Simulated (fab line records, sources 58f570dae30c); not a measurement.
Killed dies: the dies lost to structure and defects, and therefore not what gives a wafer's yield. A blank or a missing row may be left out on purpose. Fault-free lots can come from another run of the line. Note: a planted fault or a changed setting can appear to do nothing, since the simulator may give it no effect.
What tool caused it?	flow berkeley_cmos170	Sampling: 14 lots, 42 wafers, 5 of 331 route steps

WHAT THE GAUGES READ, wafer by wafer
UCB170_PFIELD_OVL_MEAS_06. Usual: PFIELD_OVL gives 1 nm (standard deviation 5).
lot	measured	on	PFIELD_OVL (nm)	flag
L549	day 5 02:28	overlay-02	9 -1 -2	
L550	day 5 03:01	overlay-01	-7 -5 0	
L554	day 6 00:08	overlay-02	2 -4 -1	
L553	day 5 23:51	overlay-02	5 -3 0	
L552	day 6 00:27	overlay-02	4 7 8	
L557	day 6 13:05	overlay-02	0 1 1	
L556	day 6 12:50	overlay-01	-6 2 -1	
L558	day 6 13:23	overlay-01	1 0 -4	
L567	day 8 20:49	overlay-02	5 3 5	
L566	day 8 20:13	overlay-02	-1 7 3	
L569	day 8 20:41	overlay-02	8 -6 -3	
L570	day 9 17:20	overlay-02	4 5 9	
L571	day 10 00:26	overlay-01	1 4 5	
L572	day 10 01:16	overlay-02	4 3 3	

UCB170_NVT_TW_MEAS_09. Usual: NVT_TW gives 523.3 (standard deviation 3).
lot	measured	on	NVT_TW	flag
L549	day 6 22:58	film_metro-04	520.6 520.7 522.1	
L550	day 6 22:40	film_metro-03	518.6 520.2 517.5	
L554	day 7 13:34	film_metro-04	528.4 529.9 528.1	
L553	day 7 14:17	film_metro-04	525.3 527.6 525.9	
L552	day 7 14:07	film_metro-03	522.5 522.7 523.3	
L557	day 8 04:21	film_metro-04	519.6 522.0 522.4	
L556	day 8 04:41	film_metro-03	520.8 520.5 523.2	
L558	day 8 05:04	film_metro-04	521.9 521.9 520.5	
L567	day 10 10:48	film_metro-01	261.9 260.8 266.6	OFF
L566	day 10 10:19	film_metro-01	267.3 263.6 260.8	OFF
L569	day 10 10:22	film_metro-04	524.0 528.4 526.5	
L570	day 11 05:22	film_metro-03	521.0 521.6 521.2	
L571	day 11 13:56	film_metro-04	523.7 525.6 524.2	
L572	day 11 14:30	film_metro-04	522.4 521.7 521.5	

TOOL THAT RAN EACH LOT (tool first, then ch and the chambers of the sampled wafers, then the start)
lot	UCB170_NWELL_ETCH_13	UCB170_NWELL_STRIP_15	UCB170_NVT_IMPLANT_07
L549	rie_diel-03 ch 2,3, day 2 15:14	plasma_asher-01 ch 0,1, day 2 15:30	implanter-04 ch 0, day 6 22:43
L550	rie_diel-01 ch 0,2,3, day 2 15:20	plasma_asher-02 ch 0,1, day 2 15:35	implanter-03 ch 0, day 6 22:25
L554	rie_diel-02 ch 1,3, day 3 10:50	plasma_asher-02 ch 0,1, day 3 11:05	implanter-04 ch 0, day 7 13:19
L553	rie_diel-01 ch 0,3, day 3 10:53	plasma_asher-01 ch 0,1, day 3 11:08	implanter-01 ch 0, day 7 14:02
L552	rie_diel-02 ch 1,2,3, day 3 11:05	plasma_asher-02 ch 0,1, day 3 11:20	implanter-03 ch 0, day 7 13:55
L557	rie_diel-01 ch 0,2,3, day 4 04:54	plasma_asher-04 ch 0,1, day 4 05:09	implanter-01 ch 0, day 8 04:07
L556	rie_diel-03 ch 0,1,2, day 4 05:10	plasma_asher-02 ch 0,1, day 4 05:25	implanter-04 ch 0, day 8 04:27
L558	rie_diel-02 ch 1,2,3, day 4 05:22	plasma_asher-01 ch 0,1, day 4 05:37	implanter-03 ch 0, day 8 04:49
L567	rie_diel-02 ch 1,2,3, day 6 02:44	plasma_asher-02 ch 0,1, day 6 02:59	implanter-03 ch 0, day 10 10:34
L566	rie_diel-03 ch 0,2,3, day 6 03:01	plasma_asher-04 ch 0,1, day 6 03:16	implanter-03 ch 0, day 10 10:04
L569	rie_diel-03 ch 0,3, day 6 14:32	plasma_asher-01 ch 0,1, day 6 14:48	implanter-04 ch 0, day 10 10:07
L570	rie_diel-01 ch 0,2,3, day 7 02:39	plasma_asher-02 ch 0,1, day 7 02:55	implanter-04 ch 0, day 11 05:07
L571	rie_diel-02 ch 1,2, day 7 08:06	plasma_asher-02 ch 0,1, day 7 08:21	implanter-01 ch 0, day 11 13:41
L572	rie_diel-01 ch 0,1,3, day 7 14:07	plasma_asher-02 ch 0,1, day 7 14:23	implanter-04 ch 0, day 11 14:17
- UCB170_NWELL_ETCH_13: etches Si3N4 in CH3F/Ar/O2, stops on SiO2, target depth 246.4 nm, time 154 s.
- UCB170_NWELL_STRIP_15: strips in O2.
- UCB170_NVT_IMPLANT_07

WHAT THE TOOLS THEMSELVES READ (means of the sampled wafers that have a number; where no wafer has one, the mark that the record gives instead)
UCB170_NWELL_ETCH_13. Usual: drypump_motor_current_A 5.7 A, standard deviation 0.37; oes_product_au 0.945 a.u., standard deviation 0.017; throttle_valve_pct 8.12 %, standard deviation 0.13.
lot	tool	drypump_motor_current_A (A)	oes_product_au (a.u.)	throttle_valve_pct (%)	flag
L549	rie_diel-03	5.6	0.940	8.10	
L550	rie_diel-01	5.6	0.953	8.09	
L554	rie_diel-02	5.4	0.958	8.15	
L553	rie_diel-01	5.5	0.958	8.04	
L552	rie_diel-02	5.8	0.947	8.10	
L557	rie_diel-01	5.6	0.955	8.10	
L556	rie_diel-03	5.7	0.941	8.09	
L558	rie_diel-02	5.8	0.944	8.09	
L567	rie_diel-02	5.8	0.944	8.09	
L566	rie_diel-03	5.7	0.952	8.11	
L569	rie_diel-03	5.8	0.943	8.11	
L570	rie_diel-01	5.6	0.932	8.10	
L571	rie_diel-02	6.1	0.940	8.05	
L572	rie_diel-01	5.4	0.969	8.09	

UCB170_NWELL_STRIP_15. Usual: drypump_motor_current_A 5.8 A, standard deviation 0.36; oes_product_au 0.721 a.u., standard deviation 0.0044; strip_time_to_endpoint_s 18.03 s, standard deviation 0.071.
lot	tool	drypump_motor_current_A (A)	oes_product_au (a.u.)	strip_time_to_endpoint_s (s)	flag
L549	plasma_asher-01	6.1	0.722	18.10	
L550	plasma_asher-02	5.9	0.722	18.06	
L554	plasma_asher-02	5.9	0.723	17.96	
L553	plasma_asher-01	5.8	0.724	17.97	
L552	plasma_asher-02	5.8	0.725	18.02	
L557	plasma_asher-04	5.9	0.720	18.03	
L556	plasma_asher-02	5.7	0.723	18.00	
L558	plasma_asher-01	6.0	0.722	18.00	
L567	plasma_asher-02	5.6	0.720	18.04	
L566	plasma_asher-04	5.8	0.720	17.94	
L569	plasma_asher-01	5.8	0.726	18.06	
L570	plasma_asher-02	5.9	0.720	18.05	
L571	plasma_asher-02	5.7	0.720	18.04	
L572	plasma_asher-02	5.8	0.717	18.01	

UCB170_NVT_IMPLANT_07. Usual: dose_ions_cm2 3.001e+12, standard deviation 3e+09; faraday_current_uA 9.52, standard deviation 0.2.
lot	tool	dose_ions_cm2	faraday_current_uA	flag
L549	implanter-04	2.999e+12	9.72	
L550	implanter-03	2.998e+12	9.63	
L554	implanter-04	3.005e+12	9.51	
L553	implanter-01	3.004e+12	9.57	
L552	implanter-03	3.002e+12	9.70	
L557	implanter-01	3.002e+12	9.73	
L556	implanter-04	2.997e+12	9.59	
L558	implanter-03	3.000e+12	9.53	
L567	implanter-03	3.003e+11	0.97	OFF
L566	implanter-03	3.020e+11	0.94	OFF
L569	implanter-04	2.997e+12	9.50	
L570	implanter-04	3.000e+12	9.33	
L571	implanter-01	3.002e+12	9.61	
L572	implanter-04	3.001e+12	9.45	

THE ANSWER, worked out from the rows above alone
Rule: take the mean of a lot's wafers that have a number; if it is more than 3 standard deviations from the usual mean, the lot is off. Also off: a lot with no number at a reading for which 4 or more lots have one. All remaining lots with rows at the step are treated as sound. The gauges are gone through in route order, then the tools' own readings, and for those a lot's mean is taken as printed above. The first step at which some lot is off is used, and at that step the reading that is off furthest; a lot without a number counts as furthest.
Off: L567, L566, seen at UCB170_NVT_TW_MEAS_09 (NVT_TW).
A tool fits if, at a process step before that reading, it ran every lot that is off, and no sound lot after the first of them. Not tried: the gauges at UCB170_NVT_TW_MEAS_09; whatever is off there is also off at UCB170_NVT_IMPLANT_07, on other tools, and gauge error can't account for it. One fits: implanter-03 at UCB170_NVT_IMPLANT_07. A fault onset in the window from L558 (day 8 04:49, its last sound lot) to L566 (day 10 10:04, its first lot off) fits.
The tool's own readings at UCB170_NVT_IMPLANT_07 bear it out: on the lots that are off they differ by more than 5 times the standard deviation of the sound lots' means. dose_ions_cm2 reads 3.012e+11 there against 3.001e+12 on the sound lots; faraday_current_uA reads 0.95 there against 9.57 on the sound lots.

WHAT WAS PUT IN BY THE SIMULATOR
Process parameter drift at UCB170_NVT_IMPLANT_07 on implanter-03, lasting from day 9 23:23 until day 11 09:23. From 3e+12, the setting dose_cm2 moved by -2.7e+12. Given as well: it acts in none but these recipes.
Struck lots among those shown: L566, L567. The rule above reached the same finding.
